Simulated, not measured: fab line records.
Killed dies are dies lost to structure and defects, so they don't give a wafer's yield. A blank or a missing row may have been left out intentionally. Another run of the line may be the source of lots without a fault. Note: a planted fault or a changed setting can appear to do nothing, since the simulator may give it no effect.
Check for tools in common -- flow berkeley_cmos170 -- Sample size 14 lots and 42 wafers

## THE REASON FOR OPENING IT
Of 14 lots, 2 have the reading GATE_POLY_THK flagged at UCB170_GATE_THK_MEAS_05. No-fault wafers: 213.9 nm, standard deviation 2.1.
Rule: a lot gets a flag if all its wafers with a number sit over 4 standard deviations from that mean, or if no wafer of it has a number. All remaining lots are regarded as sound.

lot,measured,on,"GATE_POLY_THK (nm), wafer by wafer",flag
L771,day 6 11:13,film_metro-01,211.8 211.5 213.1,
L772,day 7 07:23,film_metro-04,215.0 214.4 215.4,
L774,day 7 07:23,film_metro-03,214.0 212.6 213.2,
L773,day 7 07:25,film_metro-01,213.0 213.2 214.3,
L777,day 7 15:37,film_metro-01,215.8 215.8 217.2,
L778,day 8 10:47,film_metro-01,212.9 211.0 212.2,
L780,day 8 10:47,film_metro-04,214.2 213.4 213.9,
L779,day 8 10:49,film_metro-03,212.6 211.5 212.1,
L782,day 8 20:31,film_metro-04,101.4 102.2 101.6,FLAGGED
L784,day 9 22:47,film_metro-04,98.8 99.1 97.7,FLAGGED
L791,day 10 20:02,film_metro-01,215.1 214.5 216.6,
L790,day 10 20:03,film_metro-04,215.5 215.4 214.9,
L789,day 10 20:06,film_metro-03,217.0 216.1 216.3,
L794,day 11 23:59,film_metro-03,217.2 220.0 217.9,
Average over the flagged lots: 100.1 nm; offset from the usual -113.8 nm, equal to -54 standard deviations.

## EACH LOT AND THE TOOL IT RAN ON
The record holds 1 process step before the reading, out of a route of 331 steps. Every cell lists first the tool, next ch and the chambers used by the sampled wafers, and last the start.
lot,flag,UCB170_GATE_CVD_04
L771,,"lpcvd-01 ch 0, day 6 09:49"
L772,,"lpcvd-02 ch 1, day 7 05:59"
L774,,"lpcvd-02 ch 1, day 7 05:59"
L773,,"lpcvd-02 ch 0, day 7 05:59"
L777,,"lpcvd-02 ch 0, day 7 14:11"
L778,,"lpcvd-01 ch 1, day 8 08:41"
L780,,"lpcvd-01 ch 1, day 8 08:41"
L779,,"lpcvd-01 ch 1, day 8 08:41"
L782,FLAGGED,"lpcvd-01 ch 0, day 8 19:05"
L784,FLAGGED,"lpcvd-01 ch 0, day 9 21:22"
L791,,"lpcvd-02 ch 0, day 10 18:38"
L790,,"lpcvd-02 ch 1, day 10 18:38"
L789,,"lpcvd-02 ch 1, day 10 18:38"
L794,,"lpcvd-02 ch 1, day 11 22:34"
What the steps here do:
- UCB170_GATE_CVD_04: deposits poly-Si from SiH4, time 1440 s, target thk 214 nm.
- UCB170_GATE_THK_MEAS_05

## FLAGGED OVER TOTAL, TOOL BY TOOL (the gauges that took the reading come last)
step,tool,lots run,flagged,share of the flagged lots,sound lots run after its first flagged lot
UCB170_GATE_CVD_04,lpcvd-01,6,2,all,0
UCB170_GATE_CVD_04,lpcvd-02,8,0,none,-
UCB170_GATE_THK_MEAS_05,film_metro-01,5,0,none,-
UCB170_GATE_THK_MEAS_05,film_metro-03,4,0,none,-
UCB170_GATE_THK_MEAS_05,film_metro-04,5,2,all,1 (L790)

## WHAT IS ALLOWED BY THE TABLE
lpcvd-01 at UCB170_GATE_CVD_04 and film_metro-04 at UCB170_GATE_THK_MEAS_05 are the 2 rows of the table that ran each flagged lot.
- lpcvd-01 at UCB170_GATE_CVD_04 ran 6 lots, 2 of them flagged. A fault beginning between L778 (day 8 08:41), its last sound lot, and L782 (day 8 19:05), its first flagged one, fits the data. Its own readings lie more than 4 standard deviations out on every wafer of the flagged lots: spike_tc_centre_C, spike_tc_load_C, spike_tc_source_C, susceptor_temp_C.
- film_metro-04 at UCB170_GATE_THK_MEAS_05 ran 5 lots, 2 of them flagged. Sound lots followed the first flagged one (L790) on it, something a lasting fault affecting the whole tool could not allow.
lpcvd-01 at UCB170_GATE_CVD_04 is the single tool remaining.

## WHAT THE SIMULATOR HAD PUT IN
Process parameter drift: lpcvd-01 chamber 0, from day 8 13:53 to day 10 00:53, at UCB170_GATE_CVD_04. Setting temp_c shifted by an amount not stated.
Struck lots among those shown: L782, L784. The rule above found the same.
